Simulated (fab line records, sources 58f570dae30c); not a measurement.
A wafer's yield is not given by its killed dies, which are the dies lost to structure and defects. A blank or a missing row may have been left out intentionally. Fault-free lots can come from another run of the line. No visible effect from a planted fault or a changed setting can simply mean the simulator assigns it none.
fab line records -- flow berkeley_cmos170 -- part 1 of 2: steps 1 to 26 of 37
[record] lots = 5, wafers = 15, last_day = 13
route steps=331 shown WELLDRIVE@56 ACTIVE@60 PFIELD@79 FIELD@89
lots with no fault: from the same line, run without faults
start_h: hours from the record's opening day to when the first of the lot's shown wafers began -- wait_h: hours elapsed since this lot's preceding step -- " repeats the value in the row above -- L1.1+2: a row that stands for several wafers -- - either no value or no given start -- * or withheld: withheld -- < > ~ a bound
route shown NAME@n: NAME is a module with steps in the file, n the number in the route of the first one -- usual: mean/standard deviation taken from wafers without a fault -- same: alike in all rows -- chamber/n: place in a boat -- sites: each site's reading -- _std_site: their standard deviation -- _edge_site: mean of outer sites minus mean of inner sites -- radius_mm: how far each site lies from the wafer's centre -- mask NAME#n: copy n -- behind: the tool/chamber that last shaped the wafer -- hold: cause of the lot's hold/its duration in hours/its outcome -- device: the transistor (n, p or np) that didn't switch -- end of line: at the end of the route, the tests of the same wafers -- a step without rows: its recipe alone -- killed: dies lost to structure and defects at the first sort, not the wafer's yield -- map: the dies of a wafer, with x for killed, . for not killed, _ for no die there
set.NAME: setting as actually run; set.NAME@STEP: the setting as run at that earlier step -- model.NAME: the simulator's own value behind a step, which no gauge read
lots at some steps of the route; a table a step, a row a wafer
services: when a tool's chamber went out of use (start_h, in hours from the record's first day, below 0 if earlier), for how many hours, and the reason
[[steps]]
[step UCB170_WELLDRIVE_OXIDATION_01]
[recipe] temp_c = 1100, ambient = O2, target_thk_a = 1990, ox_time_s = 9000
[usual] spike_tc_centre_C = 1103.4/1.1
lot.wafer,tool,chamber,start_h,wait_h,spike_tc_centre_C
L083.1,furnace-01,0,112.87,5.1,1102.5
L083.4,furnace-01,0,112.87,5.1,1103.4
L083.6,furnace-01,0,112.87,5.1,1102.5
L088.1,furnace-02,0,138.92,9.2,1104.8
L088.5,furnace-02,0,138.92,9.2,1101.6
L088.6,furnace-02,0,138.92,9.2,1102.2
L093.1,furnace-01,0,165.71,1.8,1103.5
L093.4,furnace-01,0,165.71,1.8,1104.4
L093.5,furnace-01,0,165.71,1.8,1104.3
L095.3,furnace-01,0,181.74,4.4,1101.8
L095.4,furnace-01,0,181.74,4.4,1102.6
L095.6,furnace-01,0,181.74,4.4,1103.5
L096.2,furnace-01,0,181.74,4.4,1102.9
L096.4,furnace-01,0,181.74,4.4,1102.6
L096.5,furnace-01,0,181.74,4.4,1102.3
[step UCB170_WELLDRIVE_THK_MEAS_02]
[recipe] reads = SiO2_of_WELLDRIVE_OXIDATION_01
[usual] WELLDRIVE_OXIDE_THK = 199/3.8
lot.wafer,tool,chamber,start_h,wait_h,WELLDRIVE_OXIDE_THK[nm]
L083.1,film_metro-03,-,116.37,0.0,198
L083.4,film_metro-03,-,116.37,0.0,196
L083.6,film_metro-03,-,116.37,0.0,198
L088.1,film_metro-01,-,142.42,0.0,200
L088.5,film_metro-01,-,142.42,0.0,203
L088.6,film_metro-01,-,142.42,0.0,199
L093.1,film_metro-04,-,169.21,0.0,203
L093.4,film_metro-04,-,169.21,0.0,203
L093.5,film_metro-04,-,169.21,0.0,201
L096.2,film_metro-04,-,185.25,0.0,202
L096.4,film_metro-04,-,185.25,0.0,203
L096.5,film_metro-04,-,185.25,0.0,201
L095.3,film_metro-01,-,185.26,0.0,202
L095.4,film_metro-01,-,185.26,0.0,203
L095.6,film_metro-01,-,185.26,0.0,204
[step UCB170_WELLDRIVE_ANNEAL_03]
[recipe] temp_c = 1100, time_s = 900, ambient = N2
[usual] spike_tc_centre_C = 1103.4/1.2
lot.wafer,tool,chamber,start_h,wait_h,spike_tc_centre_C
L083.1,furnace-01,0,120.55,4.2,1102.9
L083.4,furnace-01,0,120.55,4.2,1102.4
L083.6,furnace-01,0,120.55,4.2,1101.8
L088.1,furnace-01,0,148.09,5.7,1103.9
L088.5,furnace-01,0,148.09,5.7,1102.7
L088.6,furnace-01,0,148.09,5.7,1101.3
L093.1,furnace-01,0,172.21,3.0,1100.1
L093.4,furnace-01,0,172.21,3.0,1102.8
L093.5,furnace-01,0,172.21,3.0,1103.3
L095.3,furnace-04,0,189.52,4.2,1103.3
L095.4,furnace-04,0,189.52,4.2,1103.1
L095.6,furnace-04,0,189.52,4.2,1103.8
L096.2,furnace-04,0,189.52,4.3,1102.8
L096.4,furnace-04,0,189.52,4.3,1102.9
L096.5,furnace-04,0,189.52,4.3,1106.2
[step UCB170_WELLDRIVE_WET_ETCH_04]
[recipe] chemistry = BOE, dilution = 5:1, target = SiO2, temp_c = 25, time_s = 120
lot.wafer,tool,chamber,start_h,wait_h
L083.1+4+6,wet_bench-01,2,121.80,0.0
L088.1+5+6,wet_bench-01,0,149.34,0.0
L093.1+4+5,wet_bench-02,2,173.46,0.0
L095.3+4+6,wet_bench-03,1,193.04,2.3
L096.2+4+5,wet_bench-03,1,193.04,2.3
[step UCB170_ACTIVE_CLEAN_00]
[recipe] chemistry = SPM, temp_c = 120, time_s = 600
lot.wafer,tool,chamber,start_h,wait_h
L083.1+4+6,wet_bench-03,0,121.85,0.0
L088.1+5+6,wet_bench-03,1,149.39,0.0
L093.1+4+5,wet_bench-02,1,173.50,0.0
L095.3+4+6,wet_bench-03,1,193.29,0.2
L096.2+4+5,wet_bench-03,2,193.29,0.2
[step UCB170_ACTIVE_CLEAN_01]
[recipe] chemistry = dHF, dilution = 25:1, time_s = 60
lot.wafer,tool,chamber,start_h,wait_h
L083.1+4+6,wet_bench-01,1,122.21,0.2
L088.1+5+6,wet_bench-02,3,149.56,0.0
L093.1+4+5,wet_bench-02,0,173.68,0.0
L095.3+4+6,wet_bench-01,3,193.96,0.5
L096.2+4+5,wet_bench-01,2,193.96,0.5
[step UCB170_ACTIVE_OXIDATION_02]
[recipe] temp_c = 1000, ambient = O2, target_thk_a = 264, ox_time_s = 1260
[usual] spike_tc_centre_C = 1003.3/0.99
lot.wafer,tool,chamber,start_h,wait_h,spike_tc_centre_C
L083.1,furnace-02,0,126.74,4.5,1003.6
L083.4,furnace-02,0,126.74,4.5,1004.7
L083.6,furnace-02,0,126.74,4.5,1003.8
L088.1,furnace-01,0,153.68,4.1,1002.4
L088.5,furnace-01,0,153.68,4.1,1003.5
L088.6,furnace-01,0,153.68,4.1,1002.9
L093.1,furnace-02,0,177.72,4.0,1003.0
L093.4,furnace-02,0,177.72,4.0,1003.2
L093.5,furnace-02,0,177.72,4.0,1003.2
L095.3,furnace-02,0,198.53,4.5,1000.8
L095.4,furnace-02,0,198.53,4.5,1003.7
L095.6,furnace-02,0,198.53,4.5,1006.0
L096.2,furnace-02,0,198.53,4.5,1004.0
L096.4,furnace-02,0,198.53,4.5,1004.1
L096.5,furnace-02,0,198.53,4.5,1003.5
[step UCB170_ACTIVE_THK_MEAS_03]
[recipe] reads = SiO2_of_ACTIVE_OXIDATION_02
[usual] ACTIVE_OXIDE_THK = 26.4/0.57
lot.wafer,tool,chamber,start_h,wait_h,ACTIVE_OXIDE_THK[nm]
L083.1,film_metro-02,-,128.09,0.0,25.9
L083.4,film_metro-02,-,128.09,0.0,26.0
L083.6,film_metro-02,-,128.09,0.0,26.1
L088.1,film_metro-03,-,155.03,0.0,25.6
L088.5,film_metro-03,-,155.03,0.0,25.9
L088.6,film_metro-03,-,155.03,0.0,26.0
L093.1,film_metro-03,-,179.07,0.0,26.4
L093.4,film_metro-03,-,179.07,0.0,26.0
L093.5,film_metro-03,-,179.07,0.0,26.2
L096.2,film_metro-03,-,199.89,0.0,26.8
L096.4,film_metro-03,-,199.89,0.0,27.1
L096.5,film_metro-03,-,199.89,0.0,27.1
L095.3,film_metro-02,-,199.90,0.0,27.2
L095.4,film_metro-02,-,199.90,0.0,27.1
L095.6,film_metro-02,-,199.90,0.0,27.1
[step UCB170_ACTIVE_ANNEAL_04]
[recipe] temp_c = 1000, time_s = 900, ambient = N2
[usual] spike_tc_centre_C = 1003.5/0.92
lot.wafer,tool,chamber,start_h,wait_h,spike_tc_centre_C
L083.1,furnace-02,0,137.67,9.6,1003.5
L083.4,furnace-02,0,137.67,9.6,1002.5
L083.6,furnace-02,0,137.67,9.6,1002.8
L088.1,furnace-04,0,157.44,2.4,1003.4
L088.5,furnace-04,0,157.44,2.4,1002.9
L088.6,furnace-04,0,157.44,2.4,1003.5
L093.1,furnace-02,0,181.99,2.9,1004.0
L093.4,furnace-02,0,181.99,2.9,1004.7
L093.5,furnace-02,0,181.99,2.9,1003.9
L095.3,furnace-02,0,203.96,4.1,1003.4
L095.4,furnace-02,0,203.96,4.1,1002.2
L095.6,furnace-02,0,203.96,4.1,1004.5
L096.2,furnace-02,0,203.96,4.1,1003.7
L096.4,furnace-02,0,203.96,4.1,1004.5
L096.5,furnace-02,0,203.96,4.1,1001.9
[step UCB170_ACTIVE_CVD_05]
[recipe] material = Si3N4, target_thk_nm = 220, temp_c = 800, precursor = SiH2Cl2/NH3, time_s = 3300, pressure_mtorr = 200, sih2cl2_flow_sccm = 25, nh3_flow_sccm = 75
[usual] sih2cl2_flow_sccm = 25.01/0.074, spike_tc_centre_C = 802.4/1
lot.wafer,tool,chamber,start_h,wait_h,sih2cl2_flow_sccm,spike_tc_centre_C
L083.1,lpcvd-01,0,139.75,0.8,25.16,801.7
L083.4,lpcvd-01,0,139.75,0.8,24.97,802.6
L083.6,lpcvd-01,0,139.75,0.8,25.17,802.8
L088.1,lpcvd-01,1,159.51,0.8,24.99,802.1
L088.5,lpcvd-01,1,159.51,0.8,25.12,802.6
L088.6,lpcvd-01,1,159.51,0.8,25.11,803.0
L093.1,lpcvd-02,0,183.24,0.0,24.97,803.0
L093.4,lpcvd-02,0,183.24,0.0,24.88,801.5
L093.5,lpcvd-02,0,183.24,0.0,24.86,801.9
L095.3,lpcvd-01,1,205.21,0.0,24.95,801.9
L095.4,lpcvd-01,1,205.21,0.0,25.03,802.4
L095.6,lpcvd-01,1,205.21,0.0,24.96,801.2
L096.2,lpcvd-01,1,205.21,0.0,25.05,802.6
L096.4,lpcvd-01,1,205.21,0.0,25.02,801.7
L096.5,lpcvd-01,1,205.21,0.0,25.03,800.4
[step UCB170_ACTIVE_THK_MEAS_06]
[recipe] reads = Si3N4_of_ACTIVE_CVD_05
[usual] ACTIVE_NITRIDE_THK = 218.4/2
lot.wafer,tool,chamber,start_h,wait_h,ACTIVE_NITRIDE_THK[nm]
L083.1,film_metro-04,-,141.67,0.0,218.4
L083.4,film_metro-04,-,141.67,0.0,217.2
L083.6,film_metro-04,-,141.67,0.0,219.6
L088.1,film_metro-03,-,161.43,0.0,219.4
L088.5,film_metro-03,-,161.43,0.0,219.2
L088.6,film_metro-03,-,161.43,0.0,218.7
L093.1,film_metro-02,-,185.15,0.0,217.5
L093.4,film_metro-02,-,185.15,0.0,215.7
L093.5,film_metro-02,-,185.15,0.0,217.9
L096.2,film_metro-02,-,207.14,0.0,214.4
L096.4,film_metro-02,-,207.14,0.0,214.0
L096.5,film_metro-02,-,207.14,0.0,214.3
L095.3,film_metro-03,-,207.15,0.0,220.7
L095.4,film_metro-03,-,207.15,0.0,219.1
L095.6,film_metro-03,-,207.15,0.0,219.3
[step UCB170_ACTIVE_HMDS_07]
[recipe] prime_time_s = 60, prime_temp_c = 100
[usual] chill_plate_temp_C = 22.99/0.09
lot.wafer,tool,chamber,start_h,wait_h,chill_plate_temp_C
L083.1,litho_track-02,0,142.07,0.4,23.06
L083.4,litho_track-02,0,142.07,0.4,23.13
L083.6,litho_track-02,0,142.07,0.4,22.97
L088.1,litho_track-02,0,161.49,0.1,23.08
L088.5,litho_track-02,0,161.49,0.1,23.05
L088.6,litho_track-02,0,161.49,0.1,23.05
L093.1,litho_track-02,0,185.97,0.8,22.87
L093.4,litho_track-02,0,185.97,0.8,22.92
L093.5,litho_track-02,0,185.97,0.8,22.87
L096.2,litho_track-02,0,207.44,0.3,23.10
L096.4,litho_track-02,0,207.44,0.3,23.04
L096.5,litho_track-02,0,207.44,0.3,23.01
L095.3,litho_track-01,0,207.62,0.5,22.95
L095.4,litho_track-01,0,207.62,0.5,22.92
L095.6,litho_track-01,0,207.62,0.5,22.84
[step UCB170_ACTIVE_COAT_08]
[recipe] resist = KrF, spin_rpm = 1500, resist_thk_nm = 900
[usual] chill_plate_temp_C = 23.00/0.1
lot.wafer,tool,chamber,start_h,wait_h,chill_plate_temp_C
L083.1,litho_track-02,0,142.22,0.1,23.05
L083.4,litho_track-02,0,142.22,0.1,22.87
L083.6,litho_track-02,0,142.22,0.1,22.85
L088.1,litho_track-02,0,161.64,0.1,23.17
L088.5,litho_track-02,0,161.64,0.1,22.97
L088.6,litho_track-02,0,161.64,0.1,23.18
L093.1,litho_track-02,0,186.12,0.1,22.99
L093.4,litho_track-02,0,186.12,0.1,22.96
L093.5,litho_track-02,0,186.12,0.1,23.00
L096.2,litho_track-02,0,207.59,0.1,23.20
L096.4,litho_track-02,0,207.59,0.1,23.08
L096.5,litho_track-02,0,207.59,0.1,23.10
L095.3,litho_track-01,0,207.77,0.1,22.84
L095.4,litho_track-01,0,207.77,0.1,22.93
L095.6,litho_track-01,0,207.77,0.1,22.99
[step UCB170_ACTIVE_SOFTBAKE_09]
[recipe] resist = KrF, temp_c = 130, time_s = 60
[usual] chill_plate_temp_C = 22.99/0.12
lot.wafer,tool,chamber,start_h,wait_h,chill_plate_temp_C
L083.1,litho_track-02,0,142.37,0.1,23.17
L083.4,litho_track-02,0,142.37,0.1,23.00
L083.6,litho_track-02,0,142.37,0.1,23.13
L088.1,litho_track-02,0,161.79,0.1,22.97
L088.5,litho_track-02,0,161.79,0.1,22.86
L088.6,litho_track-02,0,161.79,0.1,22.97
L093.1,litho_track-02,0,186.27,0.1,23.08
L093.4,litho_track-02,0,186.27,0.1,23.23
L093.5,litho_track-02,0,186.27,0.1,23.08
L096.2,litho_track-02,0,207.74,0.1,22.91
L096.4,litho_track-02,0,207.74,0.1,23.19
L096.5,litho_track-02,0,207.74,0.1,22.92
L095.3,litho_track-01,0,207.92,0.1,22.89
L095.4,litho_track-01,0,207.92,0.1,22.74
L095.6,litho_track-01,0,207.92,0.1,23.03
[step UCB170_ACTIVE_EXPOSE_10]
[recipe] mask_id = ACTIVE, target_cd_nm = 1200, na = 0.5, sigma_outer = 0.6, source_shape = conventional, dose_mj = 20
[usual] exposure_dose_mJ_cm2 = 19.994/0.019
[same] na = 0.5
lot.wafer,tool,chamber,start_h,wait_h,mask,exposure_dose_mJ_cm2
L083.1,krf_scanner-01,0,142.52,0.1,ACTIVE#0,19.988
L083.4,krf_scanner-01,0,142.52,0.1,ACTIVE#0,19.972
L083.6,krf_scanner-01,0,142.52,0.1,ACTIVE#0,19.985
L088.1,krf_scanner-01,0,162.06,0.2,ACTIVE#0,19.995
L088.5,krf_scanner-01,0,162.06,0.2,ACTIVE#0,20.001
L088.6,krf_scanner-01,0,162.06,0.2,ACTIVE#0,20.006
L093.1,krf_scanner-01,0,186.42,0.1,ACTIVE#0,19.995
L093.4,krf_scanner-01,0,186.42,0.1,ACTIVE#0,19.979
L093.5,krf_scanner-01,0,186.42,0.1,ACTIVE#0,20.004
L096.2,krf_scanner-02,0,208.01,0.2,ACTIVE#0,20.009
L096.4,krf_scanner-02,0,208.01,0.2,ACTIVE#0,20.024
L096.5,krf_scanner-02,0,208.01,0.2,ACTIVE#0,19.975
L095.3,krf_scanner-01,0,208.27,0.3,ACTIVE#0,19.998
L095.4,krf_scanner-01,0,208.27,0.3,ACTIVE#0,20.038
L095.6,krf_scanner-01,0,208.27,0.3,ACTIVE#0,20.005
[step UCB170_ACTIVE_PEB_11]
[recipe] peb_temp_c = 130, peb_time_s = withheld, resist = KrF
[usual] chill_plate_temp_C = 22.97/0.1
lot.wafer,tool,chamber,start_h,wait_h,chill_plate_temp_C
L083.1,litho_track-02,0,142.80,0.3,23.06
L083.4,litho_track-02,0,142.80,0.3,23.02
L083.6,litho_track-02,0,142.80,0.3,23.04
L088.1,litho_track-02,0,162.18,0.1,23.13
L088.5,litho_track-02,0,162.18,0.1,22.95
L088.6,litho_track-02,0,162.18,0.1,23.02
L093.1,litho_track-01,0,187.26,0.8,23.35
L093.4,litho_track-01,0,187.26,0.8,23.23
L093.5,litho_track-01,0,187.26,0.8,23.16
L096.2,litho_track-03,0,208.42,0.4,23.12
L096.4,litho_track-03,0,208.42,0.4,23.06
L096.5,litho_track-03,0,208.42,0.4,22.97
L095.3,litho_track-01,0,208.52,0.2,23.01
L095.4,litho_track-01,0,208.52,0.2,23.10
L095.6,litho_track-01,0,208.52,0.2,23.08
[step UCB170_ACTIVE_DEVELOP_12]
[recipe] developer = TMAH, develop_time_s = 45, resist = KrF, dev_temp_c = 21
[usual] chill_plate_temp_C = 23.02/0.1
lot.wafer,tool,chamber,start_h,wait_h,chill_plate_temp_C
L083.1,litho_track-02,0,-,-,22.65
L083.4,litho_track-02,0,-,-,22.87
L083.6,litho_track-02,0,-,-,22.83
L088.1,litho_track-02,0,-,-,23.02
L088.5,litho_track-02,0,-,-,22.99
L088.6,litho_track-02,0,-,-,22.95
L093.1,litho_track-01,0,-,-,23.13
L093.4,litho_track-01,0,-,-,23.11
L093.5,litho_track-01,0,-,-,23.09
L096.2,litho_track-03,0,-,-,22.89
L096.4,litho_track-03,0,-,-,23.04
L096.5,litho_track-03,0,-,-,22.96
L095.3,litho_track-01,0,-,-,23.05
L095.4,litho_track-01,0,-,-,23.11
L095.6,litho_track-01,0,-,-,23.04
[step UCB170_ACTIVE_CD_MEAS_13]
[recipe] target_cd_nm = 1200
[usual] cd_nm = 1199.5/1.4
lot.wafer,tool,chamber,start_h,wait_h,cd_nm
L083.1,cd_sem-02,-,143.07,-,1199.2
L083.4,cd_sem-02,-,143.07,-,1199.1
L083.6,cd_sem-02,-,143.07,-,1198.8
L088.1,cd_sem-01,-,162.46,-,1200.5
L088.5,cd_sem-01,-,162.46,-,1201.3
L088.6,cd_sem-01,-,162.46,-,1200.5
L093.1,cd_sem-02,-,187.53,-,1196.7
L093.4,cd_sem-02,-,187.53,-,1197.1
L093.5,cd_sem-02,-,187.53,-,1196.0
L096.2,cd_sem-02,-,208.69,-,1199.4
L096.4,cd_sem-02,-,208.69,-,1200.6
L096.5,cd_sem-02,-,208.69,-,1200.2
L095.3,cd_sem-01,-,208.78,-,1197.3
L095.4,cd_sem-01,-,208.78,-,1197.6
L095.6,cd_sem-01,-,208.78,-,1198.2
[step UCB170_ACTIVE_OVL_MEAS_14]
[usual] ACTIVE_OVL = 1/5.7
lot.wafer,tool,chamber,start_h,wait_h,ACTIVE_OVL[nm]
L083.1,overlay-02,-,143.19,0.1,6
L083.4,overlay-02,-,143.19,0.1,11
L083.6,overlay-02,-,143.19,0.1,8
L088.1,overlay-01,-,162.58,0.1,14
L088.5,overlay-01,-,162.58,0.1,6
L088.6,overlay-01,-,162.58,0.1,-2
L093.1,overlay-01,-,187.65,0.1,12
L093.4,overlay-01,-,187.65,0.1,5
L093.5,overlay-01,-,187.65,0.1,13
L096.2,overlay-01,-,208.80,0.1,0
L096.4,overlay-01,-,208.80,0.1,-7
L096.5,overlay-01,-,208.80,0.1,3
L095.3,overlay-02,-,208.88,0.1,-2
L095.4,overlay-02,-,208.88,0.1,0
L095.6,overlay-02,-,208.88,0.1,-2
[step UCB170_ACTIVE_ETCH_15]
[recipe] chemistry = CH3F/Ar/O2, target = Si3N4, stop_on = SiO2, CH3F_flow_sccm = 20, Ar_flow_sccm = 50, O2_flow_sccm = 7, pressure_mtorr = 50, rf_w = 450, target_depth_a = 2420, over_etch_frac = 0.1, time_s = 151
[usual] drypump_motor_current_A = 5.6/0.52, oes_product_au = 0.935/0.018, throttle_valve_pct = 8.07/0.1
lot.wafer,tool,chamber,start_h,wait_h,drypump_motor_current_A,oes_product_au,rf_hours_counter_h,throttle_valve_pct
L083.1,rie_diel-03,3,143.23,0.0,6.0,0.929,82,7.94
L083.4,rie_diel-03,0,143.23,0.0,5.2,0.901,128,7.98
L083.6,rie_diel-03,1,143.23,0.0,5.1,0.933,-,8.06
L088.1,rie_diel-03,2,162.61,0.0,5.5,0.959,77,7.86
L088.5,rie_diel-03,0,162.61,0.0,5.3,0.921,-,7.97
L088.6,rie_diel-03,1,162.61,0.0,5.1,0.939,-,8.07
L093.1,rie_diel-01,1,187.69,0.0,5.4,0.939,40,8.11
L093.4,rie_diel-01,3,187.69,0.0,6.7,0.927,63,8.13
L093.5,rie_diel-01,2,187.69,0.0,6.0,0.915,-,8.21
L096.2,rie_diel-02,1,208.83,0.0,5.8,0.889,97,8.08
L096.4,rie_diel-02,0,208.83,0.0,4.9,0.921,24,8.00
L096.5,rie_diel-02,0,208.83,0.0,4.9,0.929,-,8.00
L095.3,rie_diel-01,0,208.90,0.0,5.4,0.978,21,8.02
L095.4,rie_diel-01,1,208.90,0.0,5.4,0.944,41,8.11
L095.6,rie_diel-01,2,208.90,0.0,6.0,0.932,-,8.21
[step UCB170_ACTIVE_STRIP_16]
[recipe] chemistry = O2, power_w = 400, pressure_mtorr = 3500, platen_temp_c = withheld, o2_flow_sccm = 400, overash_fraction = 0.5
[usual] drypump_motor_current_A = 5.36/0.16, oes_product_au = 0.721/0.0046, strip_time_to_endpoint_s = 18.05/0.093
lot.wafer,tool,chamber,start_h,wait_h,drypump_motor_current_A,oes_product_au,rf_hours_counter_h,strip_time_to_endpoint_s
L083.1,plasma_asher-01,1,143.33,0.1,5.31,0.719,34,18.04
L083.4,plasma_asher-01,1,143.33,0.1,5.30,0.722,-,17.96
L083.6,plasma_asher-01,0,143.33,0.1,5.33,0.732,-,17.99
L088.1,plasma_asher-01,0,162.71,0.1,5.33,0.715,36,18.09
L088.5,plasma_asher-01,0,162.71,0.1,5.34,0.721,-,17.99
L088.6,plasma_asher-01,1,162.71,0.1,5.33,0.725,-,18.05
L093.1,plasma_asher-01,1,187.79,0.1,5.34,0.716,39,17.95
L093.4,plasma_asher-01,0,187.79,0.1,5.33,0.718,-,17.90
L093.5,plasma_asher-01,0,187.79,0.1,5.33,0.724,-,18.04
L096.2,plasma_asher-01,0,208.93,0.1,5.33,0.723,41,18.01
L096.4,plasma_asher-01,1,208.93,0.1,5.31,0.724,-,18.05
L096.5,plasma_asher-01,1,208.93,0.1,5.31,0.724,-,18.09
L095.3,plasma_asher-04,0,209.03,0.1,5.08,0.725,-,18.28
L095.4,plasma_asher-04,1,209.03,0.1,5.24,0.720,-,17.88
L095.6,plasma_asher-04,1,209.03,0.1,5.23,0.725,-,18.04
[step UCB170_ACTIVE_CD_MEAS_90]
[recipe] target_cd_nm = 1200
[usual] cd_nm = 1199.5/1.3
lot.wafer,tool,chamber,start_h,wait_h,cd_nm
L083.1,cd_sem-02,-,143.43,0.1,1200.0
L083.4,cd_sem-02,-,143.43,0.1,1199.0
L083.6,cd_sem-02,-,143.43,0.1,1198.6
L088.1,cd_sem-01,-,162.81,0.1,1200.3
L088.5,cd_sem-01,-,162.81,0.1,1202.0
L088.6,cd_sem-01,-,162.81,0.1,1201.0
L093.1,cd_sem-02,-,187.89,0.1,1196.9
L093.4,cd_sem-02,-,187.89,0.1,1197.2
L093.5,cd_sem-02,-,187.89,0.1,1196.0
L096.2,cd_sem-02,-,209.12,0.2,1199.5
L096.4,cd_sem-02,-,209.12,0.2,1200.6
L096.5,cd_sem-02,-,209.12,0.2,1200.1
L095.3,cd_sem-01,-,209.18,0.1,1198.1
L095.4,cd_sem-01,-,209.18,0.1,1197.3
L095.6,cd_sem-01,-,209.18,0.1,1198.8
[step UCB170_ACTIVE_CLEAN_17]
[recipe] chemistry = SPM, temp_c = 120, time_s = 600
lot.wafer,tool,chamber,start_h,wait_h
L083.1+4+6,wet_bench-01,1,143.55,0.1
L088.1+5+6,wet_bench-02,1,163.20,0.4
L093.1+4+5,wet_bench-02,1,188.62,0.7
L096.2+4+5,wet_bench-03,0,209.22,0.1
L095.3+4+6,wet_bench-03,2,209.40,0.2
[step UCB170_PFIELD_HMDS_00]
[recipe] prime_time_s = 60, prime_temp_c = 100
[usual] chill_plate_temp_C = 23.02/0.1
lot.wafer,tool,chamber,start_h,wait_h,chill_plate_temp_C
L083.1,litho_track-04,0,143.86,0.1,22.98
L083.4,litho_track-04,0,143.86,0.1,23.15
L083.6,litho_track-04,0,143.86,0.1,23.04
L088.1,litho_track-04,0,163.70,0.3,22.90
L088.5,litho_track-04,0,163.70,0.3,22.93
L088.6,litho_track-04,0,163.70,0.3,23.07
L093.1,litho_track-01,0,188.80,0.0,22.91
L093.4,litho_track-01,0,188.80,0.0,22.79
L093.5,litho_track-01,0,188.80,0.0,22.85
L096.2,litho_track-02,0,209.79,0.4,22.74
L096.4,litho_track-02,0,209.79,0.4,22.90
L096.5,litho_track-02,0,209.79,0.4,22.80
L095.3,litho_track-04,0,209.93,0.4,23.23
L095.4,litho_track-04,0,209.93,0.4,22.93
L095.6,litho_track-04,0,209.93,0.4,22.98
[step UCB170_PFIELD_COAT_01]
[recipe] resist = KrF, spin_rpm = 1500, resist_thk_nm = 900
[usual] chill_plate_temp_C = 23.00/0.089
lot.wafer,tool,chamber,start_h,wait_h,chill_plate_temp_C
L083.1,litho_track-04,0,144.01,0.1,22.93
L083.4,litho_track-04,0,144.01,0.1,22.96
L083.6,litho_track-04,0,144.01,0.1,22.93
L088.1,litho_track-04,0,163.85,0.1,23.11
L088.5,litho_track-04,0,163.85,0.1,23.07
L088.6,litho_track-04,0,163.85,0.1,23.17
L093.1,litho_track-01,0,188.95,0.1,22.99
L093.4,litho_track-01,0,188.95,0.1,23.02
L093.5,litho_track-01,0,188.95,0.1,23.07
L096.2,litho_track-02,0,209.94,0.1,22.96
L096.4,litho_track-02,0,209.94,0.1,22.98
L096.5,litho_track-02,0,209.94,0.1,22.85
L095.3,litho_track-04,0,210.08,0.1,23.06
L095.4,litho_track-04,0,210.08,0.1,22.90
L095.6,litho_track-04,0,210.08,0.1,23.14
[step UCB170_PFIELD_SOFTBAKE_02]
[recipe] resist = KrF, temp_c = 130, time_s = 60
[usual] chill_plate_temp_C = 22.98/0.11
lot.wafer,tool,chamber,start_h,wait_h,chill_plate_temp_C
L083.1,litho_track-04,0,144.16,0.1,22.83
L083.4,litho_track-04,0,144.16,0.1,22.99
L083.6,litho_track-04,0,144.16,0.1,23.02
L088.1,litho_track-04,0,164.00,0.1,23.03
L088.5,litho_track-04,0,164.00,0.1,23.06
L088.6,litho_track-04,0,164.00,0.1,23.14
L093.1,litho_track-01,0,189.10,0.1,23.08
L093.4,litho_track-01,0,189.10,0.1,23.28
L093.5,litho_track-01,0,189.10,0.1,23.28
L096.2,litho_track-02,0,210.09,0.1,22.87
L096.4,litho_track-02,0,210.09,0.1,22.97
L096.5,litho_track-02,0,210.09,0.1,22.94
L095.3,litho_track-04,0,210.23,0.1,22.84
L095.4,litho_track-04,0,210.23,0.1,22.90
L095.6,litho_track-04,0,210.23,0.1,22.84
